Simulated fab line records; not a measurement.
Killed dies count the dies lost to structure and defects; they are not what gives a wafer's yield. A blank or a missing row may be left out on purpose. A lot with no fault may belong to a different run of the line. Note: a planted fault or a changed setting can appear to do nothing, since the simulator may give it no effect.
fab line records	flow ritCmos
record lots=6	wafers=18	lastDay=7
route steps=202 shown M1@184
lots that met no fault: from a run of the same line without faults
startH: the number of hours between the record's first day and the start of the first shown wafer of the lot	waitH: hours from the lot's prior step to this one	" the same as in the row above	L1.1+2: a row that stands for several wafers	- no value, or no start was given	* or withheld: withheld	< > ~ a bound
route shown NAME@n: NAME is a module with steps in the file, n the number in the route of the first one	usual: mean/standard deviation taken from wafers without a fault	same: alike in all rows	chamber/n: place in a boat	sites: readings site by site	_std_site: standard deviation across them	_edge_site: the outer-site mean with the inner-site mean subtracted	radiusMm: how far each site lies from the wafer's centre	mask NAME#n: copy n	behind: the last tool/chamber to shape the wafer	hold: cause of the lot's hold/its duration in hours/its outcome	device: the transistor (n, p or np) that didn't switch	end of line: at the end of the route, the tests of the same wafers	step lacking rows: just its recipe	killed: the dies lost at the first sort to structure and to defects; this is not the yield of the wafer	map: a wafer's dies, x killed, . not, _ none there
set.NAME: the setting the step ran with; set.NAME@STEP: the setting that earlier step ran with	model.NAME: the simulator's own value behind a step, which no gauge read
lots at selected steps of the route; one table per step, one row per wafer
services: from which hour (startH, from the record's first day; less than 0 if before it) a tool's chamber was out of use, for how many hours, and why
## steps
# step RIT_M1_SPUTTER_00
# recipe material=Al	targetThkNm=400	powerW=2000	chamberPressurePa=0.4	gas=Ar	timeS=500	substrateTempC=25
# usual throttleValvePct=29.9/1.3
lot.wafer	tool	chamber	startH	waitH	throttleValvePct
L856.2	pvdSputter-01	-	73.45	0.0	30.8
L856.3	"	-	"	"	29.7
L856.6	"	-	"	"	28.9
L858.2	pvdSputter-01	-	85.31	0.0	30.5
L858.3	"	-	"	"	28.8
L858.5	"	-	"	"	30.8
L863.1	pvdSputter-02	-	109.64	0.0	27.9
L863.2	"	-	"	"	29.8
L863.3	"	-	"	"	30.9
L871.1	pvdSputter-04	-	149.28	0.0	29.2
L871.2	"	-	"	"	30.3
L871.6	"	-	"	"	31.5
L874.1	pvdSputter-04	-	163.80	0.0	29.1
L874.2	"	-	"	"	31.8
L874.6	"	-	"	"	30.2
L875.4	pvdSputter-01	-	170.61	0.0	29.1
L875.5	"	-	"	"	28.9
L875.6	"	-	"	"	28.3
# step RIT_M1_RS_MEAS_01
# recipe thkMeasGauge=four-point-probe	reads=Al_of_M1_SPUTTER_00
# usual M1_AL_RS=0.0734/0.00078
lot.wafer	tool	chamber	startH	waitH	M1_AL_RS[ohm/sq]
L856.2	filmMetro-01	-	73.77	0.2	0.0743
L856.3	"	-	"	"	0.0737
L856.6	"	-	"	"	0.0739
L858.2	filmMetro-01	-	85.62	0.2	0.0740
L858.3	"	-	"	"	0.0729
L858.5	"	-	"	"	0.0747
L863.1	filmMetro-03	-	109.94	0.1	0.0735
L863.2	"	-	"	"	0.0737
L863.3	"	-	"	"	0.0733
L871.1	filmMetro-01	-	149.57	0.1	0.0741
L871.2	"	-	"	"	0.0743
L871.6	"	-	"	"	0.0738
L874.1	filmMetro-01	-	164.09	0.1	0.0739
L874.2	"	-	"	"	0.0732
L874.6	"	-	"	"	0.0726
L875.4	filmMetro-01	-	170.97	0.2	0.0733
L875.5	"	-	"	"	0.0736
L875.6	"	-	"	"	0.0731
# step RIT_M1_THK_MEAS_02
# recipe thkMeasGauge=xrf	reads=Al_of_M1_SPUTTER_00
# usual M1_AL_THK=397/4.7
lot.wafer	tool	chamber	startH	waitH	M1_AL_THK[nm]
L856.2	filmMetro-01	-	73.88	0.1	395
L856.3	"	-	"	"	396
L856.6	"	-	"	"	395
L858.2	filmMetro-01	-	85.73	0.1	396
L858.3	"	-	"	"	401
L858.5	"	-	"	"	391
L863.1	filmMetro-03	-	110.06	0.1	399
L863.2	"	-	"	"	397
L863.3	"	-	"	"	398
L871.1	filmMetro-01	-	149.69	0.1	389
L871.2	"	-	"	"	392
L871.6	"	-	"	"	393
L874.1	filmMetro-01	-	164.21	0.1	393
L874.2	"	-	"	"	396
L874.6	"	-	"	"	399
L875.4	filmMetro-01	-	171.06	0.1	398
L875.5	"	-	"	"	396
L875.6	"	-	"	"	400
# step RIT_M1_HMDS_03
# recipe primeTimeS=60	primeTempC=140
# step RIT_M1_COAT_04
# recipe resist=NOVOLAK	spinRpm=2000	resistThkNm=1300
# step RIT_M1_SOFTBAKE_05
# recipe resist=NOVOLAK	tempC=90	timeS=60
# step RIT_M1_EXPOSE_06
# recipe maskId=M12	na=0.6	sourceShape=conventional	sigmaOuter=0.5	targetCdNm=2600	doseMj=250
# step RIT_M1_PEB_07
# recipe resist=NOVOLAK	tempC=withheld	timeS=withheld
# step RIT_M1_DEVELOP_08
# recipe resist=NOVOLAK	developTimeS=68	devTempC=23
# step RIT_M1_CD_MEAS_09
# recipe targetCdNm=2600
# usual cdNm=2599.9/2.7
lot.wafer	tool	chamber	startH	waitH	cdNm
L856.2	cdSem-01	-	74.83	-	2598.9
L856.3	"	-	"	"	2598.4
L856.6	"	-	"	"	2599.9
L858.2	cdSem-01	-	86.81	-	2600.4
L858.3	"	-	"	"	2602.0
L858.5	"	-	"	"	2599.5
L863.1	cdSem-01	-	111.42	-	2599.9
L863.2	"	-	"	"	2602.3
L863.3	"	-	"	"	2600.5
L871.1	cdSem-01	-	150.63	-	2599.0
L871.2	"	-	"	"	2599.8
L871.6	"	-	"	"	2600.3
L874.1	cdSem-01	-	165.25	-	2599.0
L874.2	"	-	"	"	2597.8
L874.6	"	-	"	"	2600.3
L875.4	cdSem-01	-	172.12	-	2603.0
L875.5	"	-	"	"	2601.8
L875.6	"	-	"	"	2602.3
# step RIT_M1_OVL_MEAS_10
# usual M1_OVL=0.9/1.5
lot.wafer	tool	chamber	startH	waitH	M1_OVL[nm]
L856.2	overlay-02	-	74.93	0.1	1.3
L856.3	"	-	"	"	1.4
L856.6	"	-	"	"	2.4
L858.2	overlay-02	-	86.92	0.1	1.3
L858.3	"	-	"	"	0.8
L858.5	"	-	"	"	0.0
L863.1	overlay-01	-	111.54	0.1	1.1
L863.2	"	-	"	"	0.0
L863.3	"	-	"	"	1.2
L871.1	overlay-02	-	150.75	0.1	2.0
L871.2	"	-	"	"	1.1
L871.6	"	-	"	"	1.3
L874.1	overlay-02	-	165.37	0.1	1.3
L874.2	"	-	"	"	2.2
L874.6	"	-	"	"	1.9
L875.4	overlay-02	-	172.20	0.1	1.7
L875.5	"	-	"	"	3.4
L875.6	"	-	"	"	0.6
# step RIT_M1_HARDBAKE_11
# recipe resist=NOVOLAK	tempC=140	timeS=120
# step RIT_M1_METAL_ETCH_12
# recipe stopOn=SiO2	chemistry=Cl2/BCl3	target=Al	timeS=165	overEtchFrac=0.5	pressureMtorr=100	targetDepthA=6000	rfW=250	Cl2_flow_sccm=60	bcl3FlowSccm=50
# usual drypumpMotorCurrentA=5.7/0.39	oesProductAu=0.780/0.017	throttleValvePct=8.19/0.089
lot.wafer	tool	chamber	startH	waitH	drypumpMotorCurrentA	oesProductAu	rfHoursCounterH	throttleValvePct	model.NOVOLAK_of_M1_COAT_04.thkNm	model.M1.featureDepthNm	model.etch.depthNm
L856.2	rieMetal-01	1	75.21	0.2	5.5	0.767	1	8.14	796.8	427.2	393.6
L856.3	"	1	"	"	5.5	0.756	-	8.15	793.9	431.4	397.6
L856.6	"	0	"	"	6.0	0.775	-	8.32	806.9	429.1	396.5
L858.2	rieMetal-03	0	87.20	0.2	5.9	0.805	4	8.14	805.5	428.3	395.3
L858.3	"	1	"	"	5.1	0.792	-	8.07	803	434.9	402.2
L858.5	"	1	"	"	5.1	0.782	-	8.08	804.2	425.1	392.3
L863.1	rieMetal-02	1	111.83	0.2	5.7	0.764	32	8.24	817.7	431.4	399.6
L863.2	"	0	"	"	6.2	0.771	33	8.29	810.5	430.9	398.2
L863.3	"	0	"	"	6.2	0.784	-	8.27	810.2	433.1	400.4
L871.1	rieMetal-01	0	151.04	0.2	6.0	0.772	2	8.33	921.7	390.8	390.8
L871.2	"	1	"	"	5.5	0.753	2	8.15	795.8	428.9	394.9
L871.6	"	0	"	"	6.0	0.761	-	8.33	923.9	388.6	388.6
L874.1	rieMetal-01	0	165.65	0.2	6.0	0.761	2	8.33	926.5	383.1	383.1
L874.2	"	1	"	"	5.5	0.762	2	8.14	799.6	434.1	400.9
L874.6	"	0	"	"	6.0	0.753	-	8.31	927.9	380.7	380.7
L875.4	rieMetal-02	1	172.52	0.1	5.6	0.760	-	8.23	816.4	431.5	399.7
L875.5	"	0	"	"	6.2	0.788	-	8.27	814.5	430.5	398.2
L875.6	"	1	"	"	5.7	0.753	-	8.20	821.6	431.8	400.3
# step RIT_M1_STRIP_13
# recipe chemistry=nmp	resist=NOVOLAK	tempC=80	timeS=600	dry=n2Spin
# step RIT_M1_STRIP_14
# recipe chemistry=O2	timeS=180	platenTempC=withheld	powerW=500	pressureMtorr=4000	o2FlowSccm=4000
# usual drypumpMotorCurrentA=5.7/0.39
lot.wafer	tool	chamber	startH	waitH	drypumpMotorCurrentA	rfHoursCounterH
L856.2	plasmaAsher-02	1	75.55	0.0	6.0	27
L856.3	"	0	"	"	6.3	-
L856.6	"	1	"	"	6.0	-
L858.2	plasmaAsher-03	0	87.53	0.0	5.3	45
L858.3	"	0	"	"	5.3	-
L858.5	"	0	"	"	5.3	-
L863.1	plasmaAsher-02	1	112.39	0.0	6.0	31
L863.2	"	0	"	"	6.3	31
L863.3	"	0	"	"	6.2	-
L871.1	plasmaAsher-02	0	151.38	0.0	6.3	36
L871.2	"	1	"	"	6.0	36
L871.6	"	1	"	"	6.0	-
L874.1	plasmaAsher-01	1	165.99	0.0	6.0	5
L874.2	"	0	"	"	5.4	5
L874.6	"	1	"	"	6.0	-
L875.4	plasmaAsher-01	1	172.86	0.1	6.0	-
L875.5	"	1	"	"	6.0	-
L875.6	"	0	"	"	5.4	-
# step RIT_M1_CD_MEAS_90
# recipe targetCdNm=2600
# usual cdNm=2600/3.2
lot.wafer	tool	chamber	startH	waitH	cdNm
L856.2	cdSem-01	-	75.75	0.1	2598
L856.3	"	-	"	"	2597
L856.6	"	-	"	"	2602
L858.2	cdSem-01	-	87.73	0.1	2599
L858.3	"	-	"	"	2604
L858.5	"	-	"	"	2601
L863.1	cdSem-02	-	112.56	0.1	2599
L863.2	"	-	"	"	2601
L863.3	"	-	"	"	2600
L871.1	cdSem-02	-	151.55	0.1	2609
L871.2	"	-	"	"	2598
L871.6	"	-	"	"	2612
L874.1	cdSem-01	-	166.17	0.1	2610
L874.2	"	-	"	"	2597
L874.6	"	-	"	"	2611
L875.4	cdSem-02	-	173.04	0.1	2604
L875.5	"	-	"	"	2603
L875.6	"	-	"	"	2603
# step RIT_M1_ANNEAL_15
# recipe tempC=450	timeS=1800	ambient=forming_gas_H2N2
# step RIT_M1_PROBE_99
# usual defectLimitedYield=97.5/1.2	killed_at_M0_to_M3=0.0/0.14	killedAtContacts=0.0/0.22	killedAtFrontEnd=7/3	killedDies=7/3.1	killedOnRim=1.9/1.3	killedOpen=3.4/2.1	killedShort=3.2/1.9
# same grossDies=264	killed_at_M4_up=0	killedAtBackSide=0	killedAtOther=0
lot.wafer	tool	chamber	startH	waitH	defectLimitedYield[%]	killed_at_M0_to_M3	killedAtContacts	killedAtFrontEnd	killedDies	killedOnRim	killedOpen	killedShort	model.etest.tester.sortNPass	model.etest.tester.sortYieldPct	model.etest.tester.sort_bin_5_pct	model.etest.tester.sort_bin_3_pct	model.etest.ppolySal.short	model.etest.wellEdgeLeft.short	model.etest.contactToGate.short	model.etest.contactPplus.short
L856.2	prober-02	-	78.75	0.1	97.7	0	1	5	6	2	2	4	258	97.73	1.515	0	0	0	0	0
L856.3	prober-02	-	78.80	0.2	95.8	0	0	11	11	2	8	3	253	95.83	2.273	0	0	0	0	0
L856.6	prober-02	-	78.95	0.2	97.0	0	0	8	8	2	5	3	256	96.97	0.7576	0.7576	0	0	0	0
L858.2	prober-02	-	90.15	0.1	97.7	0	0	6	6	3	2	4	258	97.73	1.515	0	0	0	0	0
L858.3	prober-02	-	90.20	0.2	95.5	0	1	11	12	3	8	4	252	95.45	2.652	0.3788	0	0	0	0
L858.5	prober-02	-	90.30	0.2	96.2	0	0	10	10	5	5	5	254	96.21	1.136	0	0	0	0	0
L863.1	prober-01	-	114.97	0.1	96.6	0	0	9	9	3	1	8	255	96.59	1.515	0.3788	0	0	0	0
L863.2	prober-01	-	115.02	0.1	99.2	0	0	2	2	1	2	0	262	99.24	0.3788	0	0	0	0	0
L863.3	prober-01	-	115.07	0.2	97.0	0	0	8	8	1	6	2	256	96.97	2.273	0	0	0	0	0
L871.1	prober-01	-	153.29	0.1	60.6	102	0	2	104	39	1	1	0	0	38.64	60.61	1	1	1	1
L871.2	prober-01	-	153.34	0.1	98.1	0	0	5	5	0	1	4	259	98.11	0.3788	0	0	0	0	0
L871.6	prober-01	-	153.54	0.2	52.3	123	0	3	126	33	2	1	0	0	46.59	52.27	1	1	1	1
L874.1	prober-02	-	168.67	0.1	34.8	168	0	4	172	48	3	1	0	0	64.77	34.85	1	1	1	1
L874.2	prober-02	-	168.72	0.1	95.1	0	0	13	13	3	7	6	251	95.08	1.515	0.3788	0	0	0	0
L874.6	prober-02	-	168.92	0.2	13.3	227	0	2	229	62	1	1	0	0	86.36	13.26	1	1	1	1
L875.4	prober-01	-	175.24	0.2	97.3	0	0	7	7	1	3	4	257	97.35	1.894	0	0	0	0	0
L875.5	prober-01	-	175.29	0.2	97.7	0	0	6	6	2	4	2	258	97.73	2.273	0	0	0	0	0
L875.6	prober-01	-	175.34	0.2	98.9	0	0	3	3	1	1	2	261	98.86	0.7576	0.3788	0	0	0	0
# killed by level:class
L856.2 FOX1:geometricParticle:open=1 FOX2:geometricParticle:short=1 GATE:geometricParticle:short=1 SPACER:geometricParticle:open=1 SILICIDE:geometricParticle:short=1 CONTACT:geometricParticle:short=1
L856.3 SPACER:geometricParticle:open=4 GATE:geometricParticle:open=3 GATE:geometricParticle:short=2 FOX2:geometricParticle:open=1 REOX:geometricParticle:short=1
L856.6 FOX2:geometricParticle:open=2 FOX1:geometricParticle:open=1 FOX2:geometricParticle:short=1 GATE:geometricParticle:short=1 SPACER:geometricParticle:short=1 SPACER:geometricParticle:open=1 SILICIDE:geometricParticle:open=1
L858.2 GATE:geometricParticle:short=2 GATE:geometricParticle:open=1 REOX:geometricParticle:open=1 SPACER:geometricParticle:short=1 SILICIDE:geometricParticle:short=1
L858.3 SILICIDE:geometricParticle:open=4 GATE:geometricParticle:open=3 FOX1:geometricParticle:open=1 GATE:geometricParticle:short=1 SPACER:geometricParticle:short=1 SILICIDE:geometricParticle:short=1 CONTACT:geometricParticle:short=1
L858.5 GATE:geometricParticle:open=4 FOX2:geometricParticle:short=3 FOX1:geometricParticle:short=1 FOX2:geometricParticle:open=1 GATE:geometricParticle:short=1
L863.1 FOX1:geometricParticle:short=4 REOX:geometricParticle:short=2 FOX2:geometricParticle:short=1 REOX:geometricParticle:open=1 SILICIDE:geometricParticle:short=1
L863.2 GATE:geometricParticle:open=1 SILICIDE:geometricParticle:open=1
L863.3 SPACER:geometricParticle:open=2 FOX2:geometricParticle:open=1 GATE:geometricParticle:open=1 REOX:geometricParticle:short=1 REOX:geometricParticle:open=1 SILICIDE:geometricParticle:open=1 SILICIDE:geometricParticle:short=1
L871.1 M1:areaEtch=102 FOX1:geometricParticle:short=1 FOX2:geometricParticle:open=1
L871.2 GATE:geometricParticle:short=2 FOX2:geometricParticle:short=1 GATE:geometricParticle:open=1 SPACER:geometricParticle:short=1
L871.6 M1:areaEtch=123 FOX2:geometricParticle:short=1 GATE:geometricParticle:open=1 REOX:geometricParticle:open=1
L874.1 M1:areaEtch=168 FOX2:geometricParticle:open=1 GATE:geometricParticle:short=1 REOX:geometricParticle:open=1 SILICIDE:geometricParticle:open=1
L874.2 FOX1:geometricParticle:open=3 GATE:geometricParticle:short=3 GATE:geometricParticle:open=3 FOX1:geometricParticle:short=1 SPACER:geometricParticle:short=1 SILICIDE:geometricParticle:open=1 SILICIDE:geometricParticle:short=1
L874.6 M1:areaEtch=227 GATE:geometricParticle:open=1 REOX:geometricParticle:short=1
L875.4 FOX1:geometricParticle:open=1 FOX2:geometricParticle:short=1 GATE:geometricParticle:open=1 GATE:geometricParticle:short=1 REOX:geometricParticle:open=1 SPACER:geometricParticle:short=1 SILICIDE:geometricParticle:short=1
L875.5 FOX2:geometricParticle:open=2 GATE:geometricParticle:short=2 GATE:geometricParticle:open=1 SPACER:geometricParticle:open=1
L875.6 FOX2:geometricParticle:short=1 SPACER:geometricParticle:open=1 SPACER:geometricParticle:short=1
# map L871.6 (x killed, . not)
________.x.xx.x_______
_____.xx.x.....xxx____
____x.x...x..xxxxxx___
___x.x.xxxxx..xxxx.x__
__..xx.....xx.xx.xxxx_
__.x.....x..x..xxxxxx_
_x.x..........xxxxx..x
_...........xxxxxxxxxx
_..x.........x..xx.xxx
_...........xx.xxxxxxx
__....x.....x.xx.xxxx_
__..x....xx.xxxxxxxxx_
___.xx...xxx..xxxxxx__
____.......x.xxxxxx___
_____.x....x.x....____
________...x..._______
# map L874.6 (x killed, . not)
________xxxxxxx_______
_____xxxxxxxxxxxxx____
____xxxxx.xxxxxxxxx___
___xxxxx.xxxxxxxxxxx__
__xxxxxxxxxxxxxxxxxxx_
__xxxxxxxxxxxxxxxxxxx_
_xxxxxxx..xxxxxxxxxxxx
_.x.x...xxxxxxxxxxxxxx
_xxx.....xxxxxxxxxxxxx
_.....x..x.xxxxxxxxxxx
__x.x...xxxxxxxxxxxxx_
__..xx.xxxxxxxxxxxxxx_
___.x.xx.xxxxxxxxxxx__
____.xxx.xxxxxxxxxx___
_____xxxxxxxxxxxxx____
________.xxxxxx_______
## services
tool	chamber	startH	hours	kind
rieMetal-02	0	83.78	8.7	repair
rieMetal-01	-	88.05	2.8	pm
pvdSputter-01	-	107.00	1.3	repair
plasmaAsher-01	-	108.75	9.0	pm
plasmaAsher-01	0	108.75	9.0	ventCycle
plasmaAsher-01	1	108.75	9.0	ventCycle
pvdSputter-04	-	112.74	13.6	repair
plasmaAsher-03	-	114.87	0.8	repair
pvdSputter-04	-	116.17	2.6	repair
plasmaAsher-01	0	117.75	-	clean
plasmaAsher-01	1	117.75	-	clean
rieMetal-02	-	136.12	20.0	pm
rieMetal-02	0	136.12	20.0	ventCycle
rieMetal-02	1	136.12	20.0	ventCycle
rieMetal-01	-	145.40	1.0	repair
plasmaAsher-02	-	153.84	2.0	repair
rieMetal-02	0	156.12	-	clean
rieMetal-02	1	156.12	-	clean
plasmaAsher-01	-	161.47	3.1	repair
## key
firstSign step=RIT_M1_CD_MEAS_90	reading=cdNm	direction=up	sigmas=3.2	usual=2600	struck=2610
effect step=RIT_M1_PROBE_99	reading=killed_at_M0_to_M3	direction=up	sigmas=99+	usual=0.0	struck=155
modelEffect step=RIT_M1_METAL_ETCH_12	value=NOVOLAK_of_M1_COAT_04.thkNm	without=805.8	struck=925
modelEffect step=RIT_M1_PROBE_99	value=etest.tester.sortNPass	without=261.2	struck=0
moreKillsBornAt RIT_M1_METAL_ETCH_12@rieMetal-01=620
metAt RIT_M1_METAL_ETCH_12
struckWafers L871.1,L871.6,L874.1,L874.6
laterRowsLeftOut L874.1,L874.6
onsetBetween 75.21 151.04
fault kind=processParameterDrift	tool=rieMetal-01	chamber=0	onsetH=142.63	steps=RIT_M1_METAL_ETCH_12	channel=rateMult	offset=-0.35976	shape=step	endH=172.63
# laterRowsLeftOut: the simulator's readings of these wafers behind a module that went badly wrong aren't trusted and aren't shown, but for the sort
